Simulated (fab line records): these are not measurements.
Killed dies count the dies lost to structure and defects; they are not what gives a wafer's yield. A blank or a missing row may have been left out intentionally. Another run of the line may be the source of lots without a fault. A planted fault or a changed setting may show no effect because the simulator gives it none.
fab line records | flow rit-cmos
record: lots: 6 wafers: 18 last-day: 7
route steps=202 shown GATE@83 M1@202
lots with no fault: from the same line, run without faults
start-h: start of the lot's first displayed wafer, in hours after the record's first day | wait-h: how many hours have passed since the lot's step before this one | " identical to the entry in the row above | L1.1+2: a row that stands for several wafers | - either no value or no given start | * or withheld: withheld | < > ~ a bound
route shown NAME@n: a module of which the file shows steps, and the number in the route of the first | usual: mean/standard deviation of fault-free wafers | same: alike in all rows | chamber/n: place in a boat | sites: the reading at each site | _std_site: their standard deviation | _edge_site: mean of outer sites minus mean of inner sites | radius-mm: how far each site lies from the wafer's centre | mask NAME#n: copy n | behind: the most recent tool/chamber to have shaped the wafer | hold: the reason the lot was held/the length of the hold in hours/how it ended | device: the n, p or np transistor that did not switch | end of line: tests of these same wafers at the route's end | a step without rows: its recipe alone | killed: dies lost to structure and defects at the first sort, not the wafer's yield | map: shows each die of a wafer: x if killed, . if not, _ if none is there
set.NAME: setting as actually run; set.NAME@STEP: the setting as run at that earlier step | model.NAME: the simulator's own value behind a step, which no gauge read
certain route steps with their lots: each step a table, each wafer a row
services: when a tool's chamber went out of use (start-h, in hours from the record's first day, below 0 if earlier), for how many hours, and the reason
== steps ==
step: RIT_GATE_THK_MEAS_07
recipe: reads: SiO2_of_GATE_OXIDATION_05
usual: GATE_OXIDE_THK: 3.00/0.06
columns lot.wafer tool chamber start-h wait-h GATE_OXIDE_THK[nm]
L857.1 film-metro-03 - 51.16 0.0 3.03
L857.3 " - " " 3.00
L857.4 " - " " 3.08
L869.2 film-metro-04 - 115.36 0.0 2.97
L869.3 " - " " 2.98
L869.5 " - " " 2.97
L871.1 film-metro-01 - 115.38 0.0 2.98
L871.2 " - " " 2.91
L871.6 " - " " 2.96
L876.1 film-metro-04 - 137.66 0.0 3.08
L876.2 " - " " 3.07
L876.6 " - " " 3.10
L878.2 film-metro-01 - 142.30 0.0 2.96
L878.4 " - " " 3.01
L878.5 " - " " 3.02
L880.4 film-metro-04 - 154.06 0.0 2.97
L880.5 " - " " 3.03
L880.6 " - " " 3.04
step: RIT_GATE_CVD_08
recipe: material: poly-Si target-thk-nm: 250 temp-c: 610 precursor: SiH4 time-s: 2220 pressure-mtorr: 300 sih4-flow-sccm: 100
step: RIT_GATE_THK_MEAS_09
recipe: reads: poly-Si_of_GATE_CVD_08
usual: GATE_POLY_THK: 251.1/2.8
columns lot.wafer tool chamber start-h wait-h GATE_POLY_THK[nm]
L857.1 film-metro-03 - 52.83 0.0 251.9
L857.3 " - " " 252.5
L857.4 " - " " 252.2
L871.1 film-metro-01 - 117.05 0.0 250.2
L871.2 " - " " 249.8
L871.6 " - " " 248.7
L869.2 film-metro-04 - 117.85 0.0 256.3
L869.3 " - " " 253.5
L869.5 " - " " 255.5
L876.1 film-metro-03 - 140.57 0.0 250.5
L876.2 " - " " 253.3
L876.6 " - " " 249.6
L878.2 film-metro-01 - 144.92 0.0 254.9
L878.4 " - " " 256.5
L878.5 " - " " 254.9
L880.4 film-metro-01 - 155.74 0.0 252.0
L880.5 " - " " 251.0
L880.6 " - " " 249.7
step: RIT_GATE_HMDS_10
recipe: prime-time-s: 60 prime-temp-c: 140
step: RIT_GATE_COAT_11
recipe: resist: NOVOLAK spin-rpm: 4250 resist-thk-nm: 850
step: RIT_GATE_SOFTBAKE_12
recipe: resist: NOVOLAK temp-c: 90 time-s: 60
step: RIT_GATE_EXPOSE_13
recipe: mask-id: M6 na: 0.6 source-shape: conventional sigma-outer: 0.6 target-cd-nm: 150 dose-mj: 380
step: RIT_GATE_PEB_14
recipe: resist: NOVOLAK temp-c: withheld time-s: withheld
step: RIT_GATE_DEVELOP_15
recipe: resist: NOVOLAK develop-time-s: 50 dev-temp-c: 23
step: RIT_GATE_CD_MEAS_16
recipe: target-cd-nm: 150
usual: cd-nm: 149.7/2.3
columns lot.wafer tool chamber start-h wait-h cd-nm
L857.1 cd-sem-01 - 53.98 - 149.4
L857.3 " - " " 149.2
L857.4 " - " " 152.2
L871.1 cd-sem-02 - 123.51 - 150.7
L871.2 " - " " 149.3
L871.6 " - " " 152.5
L869.2 cd-sem-02 - 123.82 - 148.7
L869.3 " - " " 149.2
L869.5 " - " " 151.7
L876.1 cd-sem-02 - 141.48 - 145.3
L876.2 " - " " 143.4
L876.6 " - " " 143.6
L878.2 cd-sem-02 - 146.30 - 150.8
L878.4 " - " " 152.3
L878.5 " - " " 149.9
L880.4 cd-sem-01 - 156.86 - 148.5
L880.5 " - " " 149.9
L880.6 " - " " 152.5
step: RIT_GATE_OVL_MEAS_17
usual: GATE_OVL: -0.9/1.4
columns lot.wafer tool chamber start-h wait-h GATE_OVL[nm]
L857.1 overlay-02 - 54.10 0.1 -3.1
L857.3 " - " " -4.0
L857.4 " - " " -2.0
L871.1 overlay-02 - 123.63 0.1 -1.1
L871.2 " - " " -2.4
L871.6 " - " " -0.1
L869.2 overlay-02 - 123.93 0.1 -1.0
L869.3 " - " " -2.0
L869.5 " - " " -2.0
L876.1 overlay-02 - 141.60 0.1 -1.5
L876.2 " - " " -1.9
L876.6 " - " " -1.5
L878.2 overlay-02 - 146.41 0.1 -2.4
L878.4 " - " " -2.8
L878.5 " - " " -3.2
L880.4 overlay-02 - 156.94 0.1 -2.1
L880.5 " - " " -2.2
L880.6 " - " " -0.9
step: RIT_GATE_HARDBAKE_18
recipe: resist: NOVOLAK temp-c: 140 time-s: 60
step: RIT_GATE_ETCH_19
recipe: chemistry: SF6/CHF3/O2 time-s: 165 SF6_flow_sccm: 30 CHF3_flow_sccm: 30 O2_flow_sccm: 5 target: poly-Si pressure-mtorr: 40 rf-w: 160 target-depth-a: 3125 over-etch-frac: 0.25 stop-on: SiO2
usual: CHF3_flow_sccm: 30.00/0.099 O2_flow_sccm: 5.000/0.015 drypump-motor-current-A: 5.9/0.56 oes-product-au: 0.854/0.012 throttle-valve-pct: 10.27/0.079
columns lot.wafer tool chamber start-h wait-h CHF3_flow_sccm O2_flow_sccm drypump-motor-current-A oes-product-au rf-hours-counter-h throttle-valve-pct model.GATE.feature-depth-nm model.etch.depth-nm model.NOVOLAK_of_GATE_COAT_11.thk-nm
L857.1 rie-si-01 3 54.29 0.1 30.07 4.985 4.8 0.849 154 10.13 251.8 251.8 670
L857.3 " 2 " " 29.99 5.023 6.5 0.859 83 10.31 252.4 252.4 673.2
L857.4 " 0 " " 30.10 4.986 6.0 0.857 75 10.27 252.3 252.3 670.3
L871.1 rie-si-01 3 123.94 0.1 30.18 5.004 4.8 0.727 0 10.16 203.5 203.5 698.3
L871.2 " 1 " " 29.95 5.004 5.4 0.853 2 10.26 249.8 249.8 674.2
L871.6 " 3 " " 30.11 5.004 4.7 0.723 - 10.14 202.4 202.4 700.5
L869.2 rie-si-01 0 124.40 0.1 30.01 4.978 6.0 0.866 76 10.28 256.5 256.5 671.6
L869.3 " 1 " " 29.96 4.979 5.4 0.868 2 10.23 253.3 253.3 669.6
L869.5 " 3 " " 29.93 5.001 4.7 0.727 - 10.17 205.9 205.9 699.2
L876.1 rie-si-02 2 141.82 0.1 29.88 4.979 6.0 0.855 89 10.34 250.6 250.6 677.6
L876.2 " 1 " " 30.03 5.007 6.5 0.859 121 10.39 253.4 253.4 670.4
L876.6 " 2 " " 29.86 4.967 6.1 0.856 - 10.36 249.5 249.5 674.4
L878.2 rie-si-02 1 146.83 0.1 30.04 5.004 6.5 0.867 121 10.42 254.9 254.9 667.2
L878.4 " 2 " " 29.83 4.985 6.0 0.873 89 10.36 256.4 256.4 673.2
L878.5 " 2 " " 30.00 5.003 6.0 0.863 - 10.36 255 255 671.6
L880.4 rie-si-02 2 157.11 0.1 30.02 5.037 6.1 0.865 89 10.37 252.1 252.1 674.3
L880.5 " 1 " " 29.97 4.989 6.5 0.857 - 10.40 251 251 669.7
L880.6 " 2 " " 30.01 5.025 6.0 0.860 - 10.36 249.7 249.7 673
step: RIT_GATE_STRIP_20
recipe: chemistry: O2 time-s: 180 resist: NOVOLAK platen-temp-c: withheld power-w: 500 pressure-mtorr: 4000 o2-flow-sccm: 4000
usual: drypump-motor-current-A: 5.55/0.28
columns lot.wafer tool chamber start-h wait-h drypump-motor-current-A rf-hours-counter-h
L857.1 plasma-asher-04 0 54.40 0.1 5.38 40
L857.3 " 1 " " 5.74 -
L857.4 " 0 " " 5.36 -
L871.1 plasma-asher-03 0 124.05 0.1 5.67 41
L871.2 " 1 " " 5.54 41
L871.6 " 0 " " 5.66 -
L869.2 plasma-asher-01 1 124.51 0.1 5.02 33
L869.3 " 0 " " 5.94 -
L869.5 " 0 " " 5.94 -
L876.1 plasma-asher-01 0 141.93 0.1 5.94 36
L876.2 " 1 " " 5.01 36
L876.6 " 0 " " 5.92 -
L878.2 plasma-asher-04 1 146.93 0.1 5.76 51
L878.4 " 1 " " 5.75 -
L878.5 " 1 " " 5.73 -
L880.4 plasma-asher-04 0 157.28 0.1 5.39 -
L880.5 " 0 " " 5.38 -
L880.6 " 1 " " 5.70 -
step: RIT_M1_PROBE_99
usual: killed-at-contacts: 0.1/0.25 killed-at-front-end: 7/3.1 killed-dies: 7/3.2 killed-on-rim: 1.9/1.5 killed-open: 3.3/2 killed-short: 3.5/2
same: gross-dies: 264 killed_at_M0_to_M3: 0 killed_at_M4_up: 0 killed-at-back-side: 0 killed-at-other: 0
columns lot.wafer tool chamber start-h wait-h killed-at-contacts killed-at-front-end killed-dies killed-on-rim killed-open killed-short
L857.1 prober-02 - 75.61 0.1 1 4 5 1 2 3
L857.3 prober-02 - 75.71 0.2 0 5 5 1 2 3
L857.4 prober-02 - 75.76 0.2 0 6 6 4 2 4
L869.2 prober-01 - 145.72 0.1 0 7 7 3 5 2
L869.3 prober-01 - 145.77 0.2 0 5 5 1 2 3
L869.5 prober-01 - 145.87 0.2 0 264 264 70 7 2
L871.1 prober-02 - 147.17 0.1 0 264 264 70 3 1
L871.2 prober-02 - 147.22 0.1 0 4 4 2 1 3
L871.6 prober-02 - 147.42 0.2 0 264 264 70 3 3
L876.1 prober-02 - 163.41 0.1 0 3 3 0 1 2
L876.2 prober-02 - 163.46 0.1 0 4 4 3 1 3
L876.6 prober-02 - 163.66 0.2 0 5 5 2 2 3
L878.2 prober-02 - 168.89 0.1 0 2 2 0 1 1
L878.4 prober-02 - 168.99 0.2 0 4 4 1 2 2
L878.5 prober-02 - 169.04 0.2 1 6 7 3 1 6
L880.4 prober-02 - 177.66 0.2 0 15 15 6 7 8
L880.5 prober-02 - 177.71 0.2 0 16 16 4 7 9
L880.6 prober-02 - 177.76 0.2 1 8 9 6 6 3
killed by level:class
L857.1 FOX1:geometric-particle:open=1 GATE:geometric-particle:short=1 SILICIDE:geometric-particle:open=1 SILICIDE:geometric-particle:short=1 CONTACT:geometric-particle:short=1
L857.3 REOX:geometric-particle:short=2 GATE:geometric-particle:short=1 REOX:geometric-particle:open=1 SILICIDE:geometric-particle:open=1
L857.4 FOX1:geometric-particle:short=1 FOX2:geometric-particle:open=1 GATE:geometric-particle:open=1 GATE:geometric-particle:short=1 REOX:geometric-particle:short=1 SILICIDE:geometric-particle:short=1
L869.2 GATE:geometric-particle:open=2 REOX:geometric-particle:open=2 REOX:geometric-particle:short=2 SILICIDE:geometric-particle:open=1
L869.3 GATE:geometric-particle:open=1 GATE:geometric-particle:short=1 REOX:geometric-particle:short=1 SPACER:geometric-particle:open=1 SILICIDE:geometric-particle:short=1
L869.5 GATE:area-etch=255 REOX:geometric-particle:open=3 SPACER:geometric-particle:open=2 FOX1:geometric-particle:short=1 FOX1:geometric-particle:open=1 GATE:geometric-particle:short=1 SILICIDE:geometric-particle:open=1
L871.1 GATE:area-etch=260 GATE:geometric-particle:short=1 GATE:geometric-particle:open=1 REOX:geometric-particle:open=1 SILICIDE:geometric-particle:open=1
L871.2 FOX1:geometric-particle:short=2 FOX2:geometric-particle:open=1 GATE:geometric-particle:short=1
L871.6 GATE:area-etch=258 FOX1:geometric-particle:open=1 GATE:geometric-particle:short=1 REOX:geometric-particle:short=1 REOX:geometric-particle:open=1 SPACER:geometric-particle:open=1 SPACER:geometric-particle:short=1
L876.1 FOX1:geometric-particle:short=1 GATE:geometric-particle:short=1 REOX:geometric-particle:open=1
L876.2 REOX:geometric-particle:short=2 GATE:geometric-particle:short=1 GATE:geometric-particle:open=1
L876.6 GATE:geometric-particle:short=2 FOX1:geometric-particle:open=1 GATE:geometric-particle:open=1 SPACER:geometric-particle:short=1
L878.2 SILICIDE:geometric-particle:short=1 SILICIDE:geometric-particle:open=1
L878.4 GATE:geometric-particle:short=2 GATE:geometric-particle:open=1 SILICIDE:geometric-particle:open=1
L878.5 SILICIDE:geometric-particle:short=3 GATE:geometric-particle:short=1 REOX:geometric-particle:open=1 REOX:geometric-particle:short=1 CONTACT:geometric-particle:short=1
L880.4 GATE:geometric-particle:open=4 FOX2:geometric-particle:short=2 GATE:geometric-particle:short=2 SPACER:geometric-particle:open=2 SPACER:geometric-particle:short=2 FOX1:geometric-particle:short=1 REOX:geometric-particle:short=1 REOX:geometric-particle:open=1
L880.5 GATE:geometric-particle:short=4 FOX2:geometric-particle:open=2 GATE:geometric-particle:open=2 REOX:geometric-particle:open=2 REOX:geometric-particle:short=2 SPACER:geometric-particle:short=2 FOX1:geometric-particle:open=1 FOX2:geometric-particle:short=1
L880.6 GATE:geometric-particle:open=2 SPACER:geometric-particle:open=2 FOX1:geometric-particle:open=1 GATE:geometric-particle:short=1 SPACER:geometric-particle:short=1 SILICIDE:geometric-particle:open=1 CONTACT:geometric-particle:short=1
map L869.5 (x killed, . not)
________xxxxxxx_______
_____xxxxxxxxxxxxx____
____xxxxxxxxxxxxxxx___
___xxxxxxxxxxxxxxxxx__
__xxxxxxxxxxxxxxxxxxx_
__xxxxxxxxxxxxxxxxxxx_
_xxxxxxxxxxxxxxxxxxxxx
_xxxxxxxxxxxxxxxxxxxxx
_xxxxxxxxxxxxxxxxxxxxx
_xxxxxxxxxxxxxxxxxxxxx
__xxxxxxxxxxxxxxxxxxx_
__xxxxxxxxxxxxxxxxxxx_
___xxxxxxxxxxxxxxxxx__
____xxxxxxxxxxxxxxx___
_____xxxxxxxxxxxxx____
________xxxxxxx_______
map L871.1 (x killed, . not)
________xxxxxxx_______
_____xxxxxxxxxxxxx____
____xxxxxxxxxxxxxxx___
___xxxxxxxxxxxxxxxxx__
__xxxxxxxxxxxxxxxxxxx_
__xxxxxxxxxxxxxxxxxxx_
_xxxxxxxxxxxxxxxxxxxxx
_xxxxxxxxxxxxxxxxxxxxx
_xxxxxxxxxxxxxxxxxxxxx
_xxxxxxxxxxxxxxxxxxxxx
__xxxxxxxxxxxxxxxxxxx_
__xxxxxxxxxxxxxxxxxxx_
___xxxxxxxxxxxxxxxxx__
____xxxxxxxxxxxxxxx___
_____xxxxxxxxxxxxx____
________xxxxxxx_______
== services ==
columns tool chamber start-h hours kind
plasma-asher-03 - 67.92 3.8 repair
rie-si-01 3 94.16 - clean
rie-si-01 3 94.16 21.3 scheduled-down
rie-si-01 3 94.16 21.3 vent-cycle
rie-si-02 0 101.30 - clean
rie-si-02 0 101.30 15.9 scheduled-down
rie-si-02 0 101.30 15.9 vent-cycle
plasma-asher-01 - 112.30 2.8 pm
rie-si-02 - 114.16 4.1 repair
plasma-asher-03 - 130.17 3.4 repair
== key ==
first-sign: step: RIT_GATE_ETCH_19 reading: oes-product-au direction: down sigmas: 10 usual: 0.854 struck: 0.726
effect: step: RIT_M1_PROBE_99 reading: killed-at-front-end direction: up sigmas: 82 usual: 7 struck: 264
model-effect: step: RIT_GATE_ETCH_19 value: GATE.feature-depth-nm without: 251.5 struck: 203.9
more-kills-born-at: RIT_GATE_ETCH_19@rie-si-01: 773
met-at RIT_GATE_ETCH_19
struck-wafers L869.5,L871.1,L871.6
later-rows-left-out L869.5,L871.1,L871.6
tester-left-out L869,L871
onset-between 54.29 123.94
fault: kind: process-parameter-drift tool: rie-si-01 chamber: 3 onset-h: 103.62 steps: RIT_GATE_ETCH_19 channel: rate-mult offset: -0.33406 shape: step end-h: 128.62
tester-left-out: of these lots the tester's yield and bins aren't shown, on N5 and GAA mostly nor the transistor test; their killed dies are dies lost to structure and defects alone, not to doping, threshold or leakage, so they don't give the yield
later-rows-left-out: the simulator's readings of these wafers behind a module that went badly wrong aren't trusted and aren't shown, but for the sort
